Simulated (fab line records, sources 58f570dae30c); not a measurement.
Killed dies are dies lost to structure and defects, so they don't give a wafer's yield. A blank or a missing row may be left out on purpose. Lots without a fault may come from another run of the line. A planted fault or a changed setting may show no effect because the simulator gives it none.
fab line records | flow berkeley_cmos170
record lots=7 wafers=21 last_day=10
route steps=331 shown NWELL@27 PWELL@34
lots that met no fault: from a run of the same line without faults
start_h: hours from the record's first day to the start of the lot's first wafer shown | wait_h: hours since the lot's step before | " the same as in the row above | L1.1+2: a row that stands for several wafers | - no value, or no start given | * or withheld: withheld | < > ~ a bound
route shown NAME@n: a module of which the file shows steps, and the number in the route of the first | usual: mean/standard deviation of fault-free wafers | same: alike in all rows | chamber/n: place in a boat | sites: the reading at each site | _std_site: their standard deviation | _edge_site: outer sites' mean less inner sites' | radius_mm: how far each site lies from the wafer's centre | mask NAME#n: copy n | behind: the tool/chamber that last shaped the wafer | hold: why the lot was held/for how many hours/how that ended | device: the transistor (n, p or np) that didn't switch | end of line: the same wafers' tests at the end of the route | a step without rows: its recipe alone | killed: dies lost to structure and defects at the first sort, not the wafer's yield | map: a wafer's dies, x killed, . not, _ none there
set.NAME: the setting as run; set.NAME@STEP: as run at that earlier step | model.NAME: the simulator's own value behind a step, which no gauge read
lots at some steps of the route; a table a step, a row a wafer
services: from which hour (start_h, from the record's first day; less than 0 if before it) a tool's chamber was out of use, for how many hours, and why
## steps
# step UCB170_NWELL_ETCH_13
# recipe chemistry=CH3F/Ar/O2 target=Si3N4 stop_on=SiO2 CH3F_flow_sccm=20 Ar_flow_sccm=50 O2_flow_sccm=7 pressure_mtorr=50 rf_w=450 target_depth_a=2464 over_etch_frac=0.1 time_s=154
# usual drypump_motor_current_A=5.7/0.53 oes_product_au=0.937/0.014 throttle_valve_pct=7.99/0.13
# same time_s=154
# columns lot.wafer tool chamber start_h wait_h drypump_motor_current_A oes_product_au rf_hours_counter_h throttle_valve_pct
L224.1 rie_diel-03 1 34.33 0.0 6.6 0.966 142 7.90
L224.5 " 1 " " 6.6 0.955 - 7.88
L224.6 " 2 " " 6.0 0.939 - 8.04
L231.1 rie_diel-03 2 68.47 0.0 6.0 0.943 122 8.06
L231.4 " 1 " " 6.6 0.955 143 7.89
L231.6 " 0 " " 6.2 0.938 - 8.21
L230.2 rie_diel-04 1 68.80 0.0 4.9 0.911 142 8.05
L230.3 " 2 " " 5.6 0.926 67 7.89
L230.4 " 3 " " 5.5 0.946 91 8.06
L233.3 rie_diel-04 3 87.03 0.0 5.6 0.940 92 8.04
L233.4 " 1 " " 5.0 0.924 143 8.04
L233.6 " 2 " " 5.6 0.928 - 7.88
L238.2 rie_diel-03 2 114.68 0.0 5.9 0.942 124 8.06
L238.5 " 3 " " 5.3 0.928 - 7.91
L238.6 " 2 " " 5.9 0.928 - 8.04
L244.1 rie_diel-01 0 137.95 0.0 5.6 0.936 71 8.20
L244.2 " 2 " " 6.0 0.971 27 7.96
L244.3 " 1 " " 5.9 0.930 22 7.85
L246.2 rie_diel-04 2 147.34 0.0 5.6 0.925 70 7.90
L246.3 " 1 " " 4.9 0.917 146 8.05
L246.6 " 3 " " 5.5 0.956 - 8.06
# step UCB170_NWELL_IMPLANT_14
# recipe species=P dose_cm2=1e+13 energy_kev=150 tilt_deg=7
# step UCB170_NWELL_STRIP_15
# recipe chemistry=O2 power_w=400 pressure_mtorr=3500 platen_temp_c=withheld o2_flow_sccm=400 overash_fraction=0.5
# usual drypump_motor_current_A=5.6/0.58 oes_product_au=0.721/0.0042 strip_time_to_endpoint_s=18.02/0.066
# columns lot.wafer tool chamber start_h wait_h drypump_motor_current_A oes_product_au rf_hours_counter_h strip_time_to_endpoint_s
L224.1 plasma_asher-03 1 34.59 0.1 5.2 0.721 34 18.04
L224.5 " 0 " " 5.3 0.718 - 18.09
L224.6 " 1 " " 5.2 0.723 - 18.14
L231.1 plasma_asher-03 1 68.72 0.1 5.2 0.722 38 18.02
L231.4 " 0 " " 5.3 0.718 - 18.02
L231.6 " 0 " " 5.2 0.720 - 18.05
L230.2 plasma_asher-02 0 69.06 0.1 5.1 0.716 37 18.04
L230.3 " 0 " " 5.1 0.720 - 18.10
L230.4 " 1 " " 4.8 0.721 - 18.05
L233.3 plasma_asher-02 1 87.32 0.1 4.9 0.719 - 17.93
L233.4 " 0 " " 5.1 0.715 - 17.91
L233.6 " 1 " " 4.9 0.725 - 18.04
L238.2 plasma_asher-02 1 114.93 0.1 4.9 0.721 41 18.10
L238.5 " 0 " " 5.1 0.719 - 18.07
L238.6 " 1 " " 4.9 0.721 - 18.06
L244.1 plasma_asher-01 1 138.20 0.1 6.5 0.721 2 17.92
L244.2 " 0 " " 5.7 0.723 2 18.07
L244.3 " 1 " " 6.6 0.727 - 18.00
L246.2 plasma_asher-03 1 147.59 0.1 5.2 0.716 46 18.10
L246.3 " 1 " " 5.2 0.726 - 17.99
L246.6 " 1 " " 5.2 0.720 - 18.01
# step UCB170_NWELL_TW_MEAS_16
# usual NWELL_TW=1252/12
# columns lot.wafer tool chamber start_h wait_h NWELL_TW
L224.1 film_metro-01 - 34.69 0.1 1272
L224.5 " - " " 1267
L224.6 " - " " 1265
L231.1 film_metro-02 - 68.82 0.1 1243
L231.4 " - " " 1243
L231.6 " - " " 1244
L230.2 film_metro-02 - 69.17 0.1 1241
L230.3 " - " " 1242
L230.4 " - " " 1241
L233.3 film_metro-01 - 87.40 0.1 1255
L233.4 " - " " 1256
L233.6 " - " " 1262
L238.2 film_metro-01 - 115.04 0.1 1264
L238.5 " - " " 1257
L238.6 " - " " 1256
L244.1 film_metro-04 - 138.30 0.1 1242
L244.2 " - " " 1240
L244.3 " - " " 1242
L246.2 film_metro-04 - 147.70 0.1 1247
L246.3 " - " " 1244
L246.6 " - " " 1246
# step UCB170_NWELL_CLEAN_17
# recipe chemistry=SPM temp_c=120 time_s=600
# step UCB170_NWELL_WET_ETCH_18
# recipe chemistry=H3PO4 target=Si3N4 temp_c=160 time_s=14400
# step UCB170_NWELL_WET_ETCH_19
# recipe chemistry=BOE dilution=5:1 target=SiO2 temp_c=25 time_s=22
# step UCB170_PWELL_CLEAN_00
# recipe chemistry=SPM temp_c=120 time_s=600
# step UCB170_PWELL_CLEAN_01
# recipe chemistry=dHF dilution=25:1 time_s=60
# step UCB170_PWELL_OXIDATION_02
# recipe temp_c=1000 ambient=O2 target_thk_a=264 ox_time_s=1260
# step UCB170_PWELL_THK_MEAS_03
# recipe reads=SiO2_of_PWELL_OXIDATION_02
# usual PWELL_OXIDE_THK=26.3/0.55
# columns lot.wafer tool chamber start_h wait_h PWELL_OXIDE_THK[nm]
L224.1 film_metro-02 - 43.76 0.0 26.8
L224.5 " - " " 26.5
L224.6 " - " " 26.2
L231.1 film_metro-02 - 79.91 0.0 26.0
L231.4 " - " " 25.4
L231.6 " - " " 25.3
L230.2 film_metro-02 - 79.98 0.1 26.3
L230.3 " - " " 26.0
L230.4 " - " " 26.0
L233.3 film_metro-02 - 104.22 0.0 26.7
L233.4 " - " " 26.3
L233.6 " - " " 26.3
L238.2 film_metro-03 - 122.75 0.0 26.4
L238.5 " - " " 27.4
L238.6 " - " " 26.5
L244.1 film_metro-02 - 146.98 0.0 26.6
L244.2 " - " " 26.9
L244.3 " - " " 26.8
L246.2 film_metro-04 - 158.38 0.0 25.5
L246.3 " - " " 26.1
L246.6 " - " " 26.0
# step UCB170_PWELL_ANNEAL_04
# recipe temp_c=1000 time_s=900 ambient=N2
# step UCB170_PWELL_CVD_05
# recipe material=Si3N4 target_thk_nm=220 temp_c=800 precursor=SiH2Cl2/NH3 time_s=3300 pressure_mtorr=200 sih2cl2_flow_sccm=25 nh3_flow_sccm=75
# usual zone_power_centre_pct=37.7/2.3
# same time_s=3300
# columns lot.wafer tool chamber start_h wait_h zone_power_centre_pct
L224.1 lpcvd-01 0 48.87 0.6 38.9
L224.5 " 0 " " 38.8
L224.6 " 0 " " 38.3
L230.2 lpcvd-01 0 86.65 0.0 38.4
L230.3 " 0 " " 39.0
L230.4 " 0 " " 38.5
L231.1 lpcvd-01 1 86.65 0.0 40.3
L231.4 " 1 " " 40.5
L231.6 " 1 " " 40.2
L233.3 lpcvd-02 1 112.71 0.0 32.8
L233.4 " 1 " " 33.3
L233.6 " 1 " " 33.1
L238.2 lpcvd-01 0 128.16 0.0 38.8
L238.5 " 0 " " 38.2
L238.6 " 0 " " 40.0
L238.2 lpcvd-02 0 131.48 1.4 37.9
L238.5 " 0 " " 37.7
L238.6 " 0 " " 37.0
L244.1 lpcvd-02 0 150.89 0.0 36.8
L244.2 " 0 " " 37.3
L244.3 " 0 " " 37.4
L244.1 lpcvd-02 0 152.98 0.2 37.6
L244.2 " 0 " " 37.2
L244.3 " 0 " " 37.6
L246.2 lpcvd-01 1 163.97 1.5 40.3
L246.3 " 1 " " 41.1
L246.6 " 1 " " 39.9
L246.2 lpcvd-01 1 167.82 1.9 40.3
L246.3 " 1 " " 40.9
L246.6 " 1 " " 40.6
# step UCB170_PWELL_THK_MEAS_06
# recipe reads=Si3N4_of_PWELL_CVD_05
# usual PWELL_NITRIDE_THK=220.6/2.2
# columns lot.wafer tool chamber start_h wait_h PWELL_NITRIDE_THK[nm]
L224.1 film_metro-02 - 50.79 0.0 220.5
L224.5 " - " " 222.0
L224.6 " - " " 221.5
L231.1 film_metro-03 - 88.57 0.0 219.6
L231.4 " - " " 219.0
L231.6 " - " " 219.0
L230.2 film_metro-03 - 88.64 0.1 221.9
L230.3 " - " " 222.0
L230.4 " - " " 224.6
L233.3 film_metro-03 - 115.61 0.0 223.4
L233.4 " - " " 223.0
L233.6 " - " " 221.9
L238.2 film_metro-04 - 133.40 0.0 437.5
L238.5 " - " " 439.3
L238.6 " - " " 439.0
L244.1 film_metro-02 - 154.89 0.0 441.1
L244.2 " - " " 444.1
L244.3 " - " " 443.7
L246.2 film_metro-03 - 169.74 0.0 442.4
L246.3 " - " " 444.7
L246.6 " - " " 446.3
# step UCB170_PWELL_HMDS_07
# recipe prime_time_s=60 prime_temp_c=100
# step UCB170_PWELL_COAT_08
# recipe resist=KrF spin_rpm=1500 resist_thk_nm=900
# step UCB170_PWELL_SOFTBAKE_09
# recipe resist=KrF temp_c=130 time_s=60
# step UCB170_PWELL_EXPOSE_10
# recipe mask_id=PWELL target_cd_nm=3000 na=0.5 sigma_outer=0.6 source_shape=conventional dose_mj=19
# step UCB170_PWELL_PEB_11
# recipe peb_temp_c=130 peb_time_s=withheld resist=KrF
# step UCB170_PWELL_DEVELOP_12
# recipe developer=TMAH develop_time_s=45 resist=KrF dev_temp_c=21
# step UCB170_PWELL_OVL_MEAS_13
# usual PWELL_OVL=-1/6
# columns lot.wafer tool chamber start_h wait_h PWELL_OVL[nm]
L224.1 overlay-02 - 51.78 - 0
L224.5 " - " " -5
L224.6 " - " " -4
L231.1 overlay-01 - 89.60 - 1
L231.4 " - " " 0
L231.6 " - " " 5
L230.2 overlay-02 - 89.81 - -2
L230.3 " - " " -2
L230.4 " - " " -6
L233.3 overlay-01 - 116.69 - 10
L233.4 " - " " 2
L233.6 " - " " 4
L238.2 overlay-02 - 134.57 - -11
L238.5 " - " " -6
L238.6 " - " " -11
L244.1 overlay-01 - 155.91 - -4
L244.2 " - " " -6
L244.3 " - " " -5
L246.2 overlay-02 - 170.86 - -1
L246.3 " - " " -6
L246.6 " - " " -2
# step UCB170_PWELL_ETCH_14
# recipe chemistry=CH3F/Ar/O2 target=Si3N4 stop_on=SiO2 CH3F_flow_sccm=20 Ar_flow_sccm=50 O2_flow_sccm=7 pressure_mtorr=50 rf_w=442 target_depth_a=2420 over_etch_frac=0.1 time_s=151
# usual drypump_motor_current_A=5.6/0.54 oes_product_au=0.939/0.014 throttle_valve_pct=8.03/0.13
# same time_s=151
# columns lot.wafer tool chamber start_h wait_h drypump_motor_current_A oes_product_au rf_hours_counter_h throttle_valve_pct model.etch.depth_nm
L224.1 rie_diel-02 0 51.82 0.0 4.8 0.965 12 8.06 220.5
L224.5 " 2 " " 5.5 0.935 - 7.82 222.1
L224.6 " 1 " " 5.7 0.964 - 8.09 221.3
L231.1 rie_diel-01 2 89.63 0.0 6.0 0.943 26 7.93 219.7
L231.4 " 1 " " 5.9 0.932 21 7.82 219
L231.6 " 0 " " 5.6 0.915 - 8.19 218.9
L230.2 rie_diel-02 0 89.84 0.0 4.8 0.962 13 8.03 221.9
L230.3 " 3 " " 5.9 0.929 21 8.22 221.8
L230.4 " 2 " " 5.5 0.952 101 7.83 224.7
L233.3 rie_diel-02 0 116.71 0.0 4.8 0.962 14 8.04 223.3
L233.4 " 3 " " 5.9 0.932 23 8.22 223
L233.6 " 3 " " 5.9 0.927 - 8.23 222
L238.2 rie_diel-02 3 134.60 0.0 5.9 0.978 23 8.22 239.5
L238.5 " 0 " " 4.8 0.998 - 8.07 241.2
L238.6 " 3 " " 5.9 0.978 - 8.24 239
L244.1 rie_diel-04 3 155.95 0.0 5.5 0.998 94 8.05 239.1
L244.2 " 1 " " 5.0 0.976 146 8.05 240.4
L244.3 " 2 " " 5.6 0.985 70 7.88 239.5
L246.2 rie_diel-01 3 170.89 0.0 5.1 0.994 87 7.85 239.9
L246.3 " 2 " " 6.0 1.004 28 7.94 237.2
L246.6 " 0 " " 5.6 0.992 - 8.20 242.4
# step UCB170_PWELL_IMPLANT_15
# recipe species=B dose_cm2=5e+12 energy_kev=60 tilt_deg=7
## services
# columns tool chamber start_h hours kind
lpcvd-01 - 17.60 0.7 repair
rie_diel-04 0 22.95 12.1 repair
rie_diel-04 - 36.05 2.8 pm
rie_diel-01 2 42.18 4.8 repair
rie_diel-01 0 54.47 9.8 repair
rie_diel-03 - 91.62 0.4 repair
rie_diel-03 0 94.68 - clean
rie_diel-03 0 94.68 28.8 scheduled_down
rie_diel-03 0 94.68 28.8 vent_cycle
rie_diel-01 - 96.25 14.6 pm
plasma_asher-02 - 97.61 3.2 repair
plasma_asher-01 - 108.75 9.0 pm
plasma_asher-01 0 108.75 9.0 vent_cycle
plasma_asher-01 1 108.75 9.0 vent_cycle
plasma_asher-01 0 117.75 - clean
plasma_asher-01 1 117.75 - clean
rie_diel-02 1 123.61 - clean
rie_diel-02 1 123.61 20.2 scheduled_down
rie_diel-02 1 123.61 20.2 vent_cycle
rie_diel-01 - 126.91 0.2 repair
rie_diel-02 2 139.37 2.4 repair
rie_diel-02 - 142.58 0.1 repair
rie_diel-02 0 143.66 12.6 repair
## key
first_sign step=UCB170_PWELL_CVD_05 reading=visit direction=added
effect step=UCB170_PWELL_THK_MEAS_06 reading=PWELL_NITRIDE_THK direction=up sigmas=99+ usual=220.6 struck=442.0
effect step=UCB170_PWELL_ETCH_14 reading=oes_product_au direction=up sigmas=3.6 usual=0.939 struck=0.989
model_effect step=UCB170_PWELL_ETCH_14 value=etch.depth_nm without=220.5 struck=239.8
met_at UCB170_PWELL_CVD_05
struck_wafers L238.2,L238.5,L238.6,L244.1,L244.2,L244.3,L246.2,L246.3,L246.6
later_rows_left_out L238.2,L238.5,L238.6,L244.1,L244.2,L244.3,L246.2,L246.3,L246.6
sort_left_out L238.2,L238.5,L238.6,L244.1,L244.2,L244.3,L246.2,L246.3,L246.6
tester_left_out L238,L244,L246
fault kind=repeated_step_whole tool=lpcvd-01,lpcvd-02 chamber=- onset_h=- steps=UCB170_PWELL_CVD_05 times=1 scope=struck_lots_only
# tester_left_out: of these lots the tester's yield and bins aren't shown, on N5 and GAA mostly nor the transistor test; their killed dies are dies lost to structure and defects alone, not to doping, threshold or leakage, so they don't give the yield
# sort_left_out: the simulated sort isn't trusted on such a fault, so these wafers' sort isn't shown, and their yield isn't known
# later_rows_left_out: the simulator's readings of these wafers behind a module that went badly wrong aren't trusted and aren't shown, but for the sort
